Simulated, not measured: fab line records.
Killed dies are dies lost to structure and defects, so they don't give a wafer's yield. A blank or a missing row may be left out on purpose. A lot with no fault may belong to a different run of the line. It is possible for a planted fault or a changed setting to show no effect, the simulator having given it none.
A sampling plan put to the test | flow berkeley-cmos170 | one line in one fab, 14 faults in these records, each fault weighed on the records of the lots it struck
Plan = the line's own looks (route steps where a gauge or an inspection reads the wafer without altering it). A look is open to judgement when struck wafers have a number at it and the file gives its usual mean and standard deviation on fault-free wafers. Caught: a look later than the fault's first step finds the struck wafers' mean 4 or more of those standard deviations (sigma) from the usual mean. On the tool: here the same test is run on the tool's own readings at the fault's steps. Another recipe on the struck wafers, or a record that is blank for them alone, also counts as caught.

THE FAULTS, as the simulator had put them in
1. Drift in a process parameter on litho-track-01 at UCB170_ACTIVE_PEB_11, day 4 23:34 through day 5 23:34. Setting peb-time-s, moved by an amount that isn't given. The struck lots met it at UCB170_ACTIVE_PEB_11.
2. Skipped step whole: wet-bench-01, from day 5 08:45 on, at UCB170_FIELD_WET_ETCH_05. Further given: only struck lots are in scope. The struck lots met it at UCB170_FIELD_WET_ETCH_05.
3. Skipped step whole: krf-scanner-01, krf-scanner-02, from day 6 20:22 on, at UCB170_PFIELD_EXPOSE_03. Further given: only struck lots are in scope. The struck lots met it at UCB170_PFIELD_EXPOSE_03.
4. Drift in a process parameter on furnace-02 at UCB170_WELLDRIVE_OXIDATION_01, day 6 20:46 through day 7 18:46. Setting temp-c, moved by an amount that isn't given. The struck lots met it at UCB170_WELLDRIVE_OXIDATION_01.
5. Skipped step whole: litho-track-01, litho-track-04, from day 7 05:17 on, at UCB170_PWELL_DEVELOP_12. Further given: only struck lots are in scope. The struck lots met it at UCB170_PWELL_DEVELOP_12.
6. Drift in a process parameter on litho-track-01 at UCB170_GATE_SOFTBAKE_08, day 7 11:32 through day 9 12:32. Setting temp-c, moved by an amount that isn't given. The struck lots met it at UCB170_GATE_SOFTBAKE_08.
7. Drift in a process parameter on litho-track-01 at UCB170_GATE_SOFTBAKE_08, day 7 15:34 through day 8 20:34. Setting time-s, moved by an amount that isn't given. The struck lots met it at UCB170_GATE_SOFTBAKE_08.
8. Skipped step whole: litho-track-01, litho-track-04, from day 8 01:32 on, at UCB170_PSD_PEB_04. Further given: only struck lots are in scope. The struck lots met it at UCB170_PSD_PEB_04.
9. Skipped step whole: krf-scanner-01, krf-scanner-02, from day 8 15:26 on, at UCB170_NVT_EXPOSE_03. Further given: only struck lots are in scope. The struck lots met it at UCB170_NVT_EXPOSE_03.
10. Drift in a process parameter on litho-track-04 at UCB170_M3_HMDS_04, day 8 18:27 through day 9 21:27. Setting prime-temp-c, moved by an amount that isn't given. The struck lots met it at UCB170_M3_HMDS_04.
11. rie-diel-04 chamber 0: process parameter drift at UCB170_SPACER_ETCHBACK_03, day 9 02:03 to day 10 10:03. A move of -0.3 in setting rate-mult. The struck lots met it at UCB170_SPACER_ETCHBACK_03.
12. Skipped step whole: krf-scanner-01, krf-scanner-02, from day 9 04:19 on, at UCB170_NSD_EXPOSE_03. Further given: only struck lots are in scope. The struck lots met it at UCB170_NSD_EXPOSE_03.
13. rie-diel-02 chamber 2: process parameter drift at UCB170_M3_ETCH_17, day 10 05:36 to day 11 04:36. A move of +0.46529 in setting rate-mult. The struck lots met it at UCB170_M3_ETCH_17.
14. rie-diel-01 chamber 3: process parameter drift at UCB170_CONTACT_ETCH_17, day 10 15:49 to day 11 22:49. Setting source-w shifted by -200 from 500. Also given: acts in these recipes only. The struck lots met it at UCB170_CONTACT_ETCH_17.

WHAT THE PLAN SAW
fault | on the tool itself                               | first look that catches it                      | reading, sigma | median hours from its first step to that look | hours from the fault's start to the first struck lot there | judged looks passed uncaught
1     | heater-power-total-W +18 sigma                   | none of the 2 looks that can be judged after it | -              | -                                             | -                                                          | 2
2     | the tool's record is blank for the struck wafers | not the one look that can be judged after it    | -              | -                                             | -                                                          | 1
3     | no reading that can be judged                    | no look after it can be judged                  | -              | -                                             | -                                                          | 0
4     | tube-center-temp-C +80 sigma                     | no look after it can be judged                  | -              | -                                             | -                                                          | 0
5     | the tool's record is blank for the struck wafers | no look after it can be judged                  | -              | -                                             | -                                                          | 0
6     | heater-power-total-W +99 or beyond sigma         | UCB170_GATE_CD_MEAS_12                          | cd-nm -35      | 1.3                                           | 3                                                          | 0
7     | run-length-s +9.5 sigma                          | no look after it can be judged                  | -              | -                                             | -                                                          | 0
8     | the tool's record is blank for the struck wafers | no look after it can be judged                  | -              | -                                             | -                                                          | 0
9     | no reading that can be judged                    | no look after it can be judged                  | -              | -                                             | -                                                          | 0
10    | prime-temp-c -7.1 sigma                          | none of the 2 looks that can be judged after it | -              | -                                             | -                                                          | 2
11    | oes-product-au -5.2 sigma                        | no look after it can be judged                  | -              | -                                             | -                                                          | 0
12    | no reading that can be judged                    | not the one look that can be judged after it    | -              | -                                             | -                                                          | 1
13    | oes-product-au +13 sigma                         | no look after it can be judged                  | -              | -                                             | -                                                          | 0
14    | rf-fwd-power-W -97 sigma                         | no look after it can be judged                  | -              | -                                             | -                                                          | 0
Dash: fault not caught, or number not given in these records.

Caught at a look: 1 of 14. Caught on the tool: 11 of 14. By one or the other: 11 of 14.
Faults 1, 2, 4, 5, 7, 8, 10, 11, 13, 14 were caught on the tool alone.
Caught by neither: faults 3, 9, 12.

THINNER SAMPLING
If the look that catches a fault measured only every second or every third lot, by lot number, the first struck lot would be measured this late in the worst case:
fault | struck lots at that look, in order of time | every lot | every second lot | every third lot
6     | L429, L430, L432                           | 3 h       | 7 h              | may miss all 3
The hour figures run from when the fault began to the first measured lot among those it struck. 4 sigma limit: tested on the pooled struck wafers, so a lone lot may be under it. Other struck lots may not be in these records.

THE LONGEST TIMED WAY FROM STEP TO LOOK
Fault 6: the median time between UCB170_GATE_SOFTBAKE_08 and UCB170_GATE_CD_MEAS_12 is 1.3 hours. No look between them can be judged.
